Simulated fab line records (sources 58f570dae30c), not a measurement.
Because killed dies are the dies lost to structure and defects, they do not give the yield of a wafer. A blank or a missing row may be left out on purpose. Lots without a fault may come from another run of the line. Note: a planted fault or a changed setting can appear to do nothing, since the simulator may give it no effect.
Chamber matching -- flow berkeleyCmos170 -- rieDiel-02 running UCB170_GATE_ETCH_14: 4 sister chambers
The step etches BARC in N2/H2. 4 wafers are shown with their chamber, then 7 later ones without.

== WAFERS WITH THEIR CHAMBER ==
wafer,chamber,throttleValvePct (%)
L292.5,1,13.58
L292.6,0,13.28
L291.2,3,13.12
L291.4,2,13.46

== WAFERS WITHOUT THEIR CHAMBER ==
wafer,throttleValvePct (%)
L291.5,13.13
L297.2,13.59
L297.5,13.57
L297.6,13.27
L303.1,13.43
L303.4,13.12
L303.6,13.58

== EACH ONE'S CHAMBER ==
wafer,from the rows above,in truth
L291.5,3,3
L297.2,1,1
L297.5,1,1
L297.6,0,0
L303.1,2,2
L303.4,3,3
L303.6,1,1
Placed correctly: 7 of 7. From these rows, 0 cannot be placed. Placed wrongly: 0.
How it was worked out, from the rows above alone: a wafer's distance from a chamber is the root of the sum, over the readings, of the square of ((its reading less the chamber's mean) divided by the reading's scatter). The wafer belongs to the nearest chamber; if the next one is less than 2 further off, it can't be placed. Each chamber's mean is taken over the wafers shown for it. The scatter (one wafer shown for each chamber): square how far every hidden wafer sits from the nearest shown wafer, average those squares and take the square root.
